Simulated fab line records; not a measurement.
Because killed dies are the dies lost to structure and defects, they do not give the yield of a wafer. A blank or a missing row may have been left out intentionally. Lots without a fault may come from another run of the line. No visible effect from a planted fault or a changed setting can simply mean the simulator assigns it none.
2 desks looking at one fault | flow berkeleyCmos170 | each desk holds nothing but its own numbers, with what lay behind them at the end

## AT THE METROLOGY DESK
What the gauges read for every lot (on any tool): the sampled wafers with a number, averaged. The brackets show how far a lot's mean lies from the usual mean; more than 4 standard deviations puts the lot out of limits, marked OUT.
Columns: A = PFIELD_OVL at UCB170_PFIELD_OVL_MEAS_06, usual 0 nm; B = V1_TEOS_THK at UCB170_V1_THK_MEAS_01, usual 2004 nm; C = V2_OVL at UCB170_V2_OVL_MEAS_13, usual -2 nm; D = M3_OVL at UCB170_M3_OVL_MEAS_16, usual 1 nm
lot  | first seen here | A  | B    | C  | D
L705 | day 4 18:49     | -2 | 2016 | -6 | -1
L706 | day 5 00:42     | 0  | 1992 | 4  | 3
L707 | day 5 00:56     | 6  | 1998 | -3 | 1
L709 | day 5 12:40     | -1 | 2002 | 1  | 2
L708 | day 5 12:56     | -4 | 1998 | -8 | 2
L711 | day 5 23:27     | 0  | 1981 | 0  | 1
L710 | day 5 23:52     | -4 | 2042 | -4 | -2
L716 | day 7 00:52     | 1  | 2081 | -4 | 1
L720 | day 7 16:54     | -2 | 2004 | 1  | -1
L721 | day 8 10:53     | 6  | 2040 | -1 | 3
L724 | day 9 01:19     | 2  | 2002 | -1 | 5
L725 | day 9 01:56     | 1  | 1983 | -4 | -5
L727 | day 9 07:47     | -3 | 1999 | -4 | 2
This desk's finding: nothing out of limits on any of the 13 lots.

## TOOL OWNER'S DESK, pecvd-01
The tool's own readings at UCB170_V1_CVD_00 (deposits SiO2 from TEOS/O2, target thk 2000 nm, time 250 s): means of the sampled wafers that have a number, for each lot that ran on this tool. The brackets show how far a lot's mean lies from the usual mean; more than 4 standard deviations puts the lot out of limits, marked OUT.
Columns: A = heaterPowerW at UCB170_V1_CVD_00, usual 279 W
lot  | first seen here | A
L707 | day 8 00:11     | 300
L711 | day 9 00:30     | 290
L716 | day 10 05:56    | 274
This desk's finding: nothing out of limits on any of the 3 lots.

## ALL TOGETHER
At the metrology desk, nothing out of limits was observed.
Nothing out of limits was seen by the tool owner's desk.

## WHAT THE SIMULATOR PUT IN
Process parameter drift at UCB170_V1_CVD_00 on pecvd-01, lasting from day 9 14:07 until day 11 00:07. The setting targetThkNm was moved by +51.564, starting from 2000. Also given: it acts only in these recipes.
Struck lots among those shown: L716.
